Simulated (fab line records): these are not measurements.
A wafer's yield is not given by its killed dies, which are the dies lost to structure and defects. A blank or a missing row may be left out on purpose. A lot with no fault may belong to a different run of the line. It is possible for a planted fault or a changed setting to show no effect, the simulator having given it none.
The tool behind it: which one?	flow rit cmos	15 lots, 45 wafers sampled, at 1 step of a route of 202

## WHAT THE GAUGES SHOWED, per wafer
The record holds no reading of a measuring or inspecting step that can be judged against a usual standard deviation.

## WHICH TOOL RAN EACH LOT (tool, then ch and the chambers of the sampled wafers, then the start)
lot	RIT_CONTACT_DEVELOP_07
L536	litho track-01 ch 0, day 3 03:00
L537	litho track-01 ch 0, day 3 10:00
L538	litho track-01 ch 0, day 3 17:00
L540	litho track-03 ch 0, day 4 00:00
L548	litho track-01, day 5 19:00
L549	litho track-02, day 6 02:00
L550	litho track-02, day 6 04:00
L551	litho track-02 ch 0, day 6 09:00
L552	litho track-02 ch 0, day 6 17:00
L553	litho track-02 ch 0, day 6 20:00
L555	litho track-01 ch 0, day 7 05:00
L556	litho track-03 ch 0, day 7 12:00
L557	litho track-02 ch 0, day 7 15:00
L558	litho track-02 ch 0, day 7 18:00
L559	litho track-02 ch 0, day 8 00:00
- RIT_CONTACT_DEVELOP_07: develop time 120 s.

## WHAT THE TOOLS THEMSELVES READ (means of the sampled wafers that have a number; where no wafer has one, the mark that the record gives instead)
RIT_CONTACT_DEVELOP_07.
lot	tool	chill plate temp C (C)
L536	litho track-01	22.98
L537	litho track-01	23.01
L538	litho track-01	23.07
L540	litho track-03	23.06
L548	litho track-01	-
L549	litho track-02	-
L550	litho track-02	-
L551	litho track-02	23.00
L552	litho track-02	23.02
L553	litho track-02	23.10
L555	litho track-01	23.29
L556	litho track-03	22.99
L557	litho track-02	23.00
L558	litho track-02	22.83
L559	litho track-02	22.87

## THE ANSWER, worked out from the rows above alone
Rule: the lots themselves supply what counts as usual. Put in order of their means at a reading, lots are off if they are a third of the lots or fewer, leave a main group of 4 or more, and stand apart from it by a gap of 3 or more times the standard deviation of the main group's means; of several such gaps the widest counts. If all means in a main group match to the digits the tables above print for the reading, that group is not used. A lot without any number at a reading at which 4 lots or more have one is off too. The other lots that the step has rows for count as sound. Order of review: gauges by route order, followed by the tools' own readings, for which a lot's mean as printed above is used. At the first step where some lot is off, the reading lying furthest off is the one used; lots without a number count as furthest.
Off: L548, L549, L550 (RIT_CONTACT_DEVELOP_07, chill plate temp C). Without a number there: L548, L549, L550. Mean 23.02 C and standard deviation 0.11 in the main group.
If a tool, at that step or one of the process steps before it, ran each lot that is off and ran no sound lot following the first of them, it fits. Of those tried, none fits.

## WHAT WAS PUT IN BY THE SIMULATOR
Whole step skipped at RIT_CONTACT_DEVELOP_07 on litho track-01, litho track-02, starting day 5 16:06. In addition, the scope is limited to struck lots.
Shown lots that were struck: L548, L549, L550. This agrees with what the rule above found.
